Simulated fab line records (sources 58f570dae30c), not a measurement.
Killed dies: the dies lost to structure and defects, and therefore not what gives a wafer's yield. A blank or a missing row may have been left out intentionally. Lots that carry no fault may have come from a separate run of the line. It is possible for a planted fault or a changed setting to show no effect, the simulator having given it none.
Tool commonality check / flow berkeley_cmos170 / Sample size 12 lots and 36 wafers

WHY IT WAS OPENED
At UCB170_PWELL_THK_MEAS_06 the reading PWELL_NITRIDE_THK is flagged on 1 of 12 lots. Wafers without a fault read 218.9 nm, standard deviation 1.9.
Rule: a lot is flagged in two cases, either no wafer of it has a number, or all its wafers with numbers fall more than 4 standard deviations from that mean. As for the other lots, they are considered sound.

lot=L137; measured=day 3 09:39; on=film_metro-02; PWELL_NITRIDE_THK (nm), wafer by wafer=219.9 219.6 220.5; flag=
lot=L136; measured=day 3 09:40; on=film_metro-03; PWELL_NITRIDE_THK (nm), wafer by wafer=217.9 217.8 221.3; flag=
lot=L139; measured=day 3 23:42; on=film_metro-02; PWELL_NITRIDE_THK (nm), wafer by wafer=225.3 223.1 223.1; flag=
lot=L138; measured=day 3 23:43; on=film_metro-03; PWELL_NITRIDE_THK (nm), wafer by wafer=219.2 217.6 216.7; flag=
lot=L140; measured=day 3 23:44; on=film_metro-04; PWELL_NITRIDE_THK (nm), wafer by wafer=219.4 218.5 217.3; flag=
lot=L143; measured=day 4 08:31; on=film_metro-04; PWELL_NITRIDE_THK (nm), wafer by wafer=218.3 219.0 217.4; flag=
lot=L145; measured=day 5 11:47; on=film_metro-03; PWELL_NITRIDE_THK (nm), wafer by wafer=111.4 110.6 108.2; flag=FLAGGED
lot=L156; measured=day 7 16:50; on=film_metro-04; PWELL_NITRIDE_THK (nm), wafer by wafer=220.5 218.2 219.7; flag=
lot=L155; measured=day 7 16:50; on=film_metro-03; PWELL_NITRIDE_THK (nm), wafer by wafer=221.0 220.7 220.5; flag=
lot=L157; measured=day 7 16:50; on=film_metro-02; PWELL_NITRIDE_THK (nm), wafer by wafer=219.4 219.3 218.0; flag=
lot=L159; measured=day 8 00:34; on=film_metro-03; PWELL_NITRIDE_THK (nm), wafer by wafer=218.6 220.1 220.6; flag=
lot=L158; measured=day 8 00:35; on=film_metro-02; PWELL_NITRIDE_THK (nm), wafer by wafer=221.2 221.9 218.5; flag=
On average the flagged lots' numbers are 110.1 nm, which is -108.8 nm against the usual, or -57 standard deviations.

WHICH TOOL EACH LOT WENT THROUGH
The record holds 1 process step before the reading, out of a route of 331 steps. In each cell: the tool, then ch and the chambers that the sampled wafers went through, then the start.
lot=L137; flag=; UCB170_PWELL_CVD_05=lpcvd-02 ch 0, day 3 07:44
lot=L136; flag=; UCB170_PWELL_CVD_05=lpcvd-02 ch 1, day 3 07:44
lot=L139; flag=; UCB170_PWELL_CVD_05=lpcvd-02 ch 0, day 3 21:47
lot=L138; flag=; UCB170_PWELL_CVD_05=lpcvd-02 ch 1, day 3 21:47
lot=L140; flag=; UCB170_PWELL_CVD_05=lpcvd-02 ch 0, day 3 21:47
lot=L143; flag=; UCB170_PWELL_CVD_05=lpcvd-02 ch 1, day 4 06:36
lot=L145; flag=FLAGGED; UCB170_PWELL_CVD_05=lpcvd-02 ch 0, day 5 09:52
lot=L156; flag=; UCB170_PWELL_CVD_05=lpcvd-01 ch 0, day 7 14:55
lot=L155; flag=; UCB170_PWELL_CVD_05=lpcvd-01 ch 1, day 7 14:55
lot=L157; flag=; UCB170_PWELL_CVD_05=lpcvd-01 ch 0, day 7 14:55
lot=L159; flag=; UCB170_PWELL_CVD_05=lpcvd-01 ch 1, day 7 22:39
lot=L158; flag=; UCB170_PWELL_CVD_05=lpcvd-01 ch 1, day 7 22:39
What the steps here do:
- UCB170_PWELL_CVD_05: deposits Si3N4 from SiH2Cl2/NH3, target thk 220 nm, time 3300 s.
- UCB170_PWELL_THK_MEAS_06

FLAGGED OVER TOTAL, TOOL BY TOOL (the gauges that took the reading come last)
step=UCB170_PWELL_CVD_05; tool=lpcvd-01; lots run=5; flagged=0; share of the flagged lots=none; sound lots run after its first flagged lot=-
step=UCB170_PWELL_CVD_05; tool=lpcvd-02; lots run=7; flagged=1; share of the flagged lots=all; sound lots run after its first flagged lot=0
step=UCB170_PWELL_THK_MEAS_06; tool=film_metro-02; lots run=4; flagged=0; share of the flagged lots=none; sound lots run after its first flagged lot=-
step=UCB170_PWELL_THK_MEAS_06; tool=film_metro-03; lots run=5; flagged=1; share of the flagged lots=all; sound lots run after its first flagged lot=2 (L155,L159)
step=UCB170_PWELL_THK_MEAS_06; tool=film_metro-04; lots run=3; flagged=0; share of the flagged lots=none; sound lots run after its first flagged lot=-

WHAT IS ALLOWED BY THE TABLE
2 rows of the table ran every flagged lot: lpcvd-02 at UCB170_PWELL_CVD_05, film_metro-03 at UCB170_PWELL_THK_MEAS_06.
- lpcvd-02 at UCB170_PWELL_CVD_05 ran 7 lots, 1 of them flagged. Last sound lot L143 at day 4 06:36, first flagged lot L145 at day 5 09:52; a fault beginning in between fits. On the flagged lots its readings are blank where sound lots have values: susceptor_temp_C.
- film_metro-03 at UCB170_PWELL_THK_MEAS_06 ran 5 lots, 1 of them flagged. Lots that were sound ran on it after the first flagged one (L155, L159); a persistent fault on the entire tool would not allow that.
Left over: one tool, lpcvd-02 at UCB170_PWELL_CVD_05.

WHAT THE SIMULATOR PUT IN
lpcvd-02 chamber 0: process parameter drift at UCB170_PWELL_CVD_05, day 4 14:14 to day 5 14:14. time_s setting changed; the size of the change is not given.
Shown lots that were struck: L145. The rule above found the same.
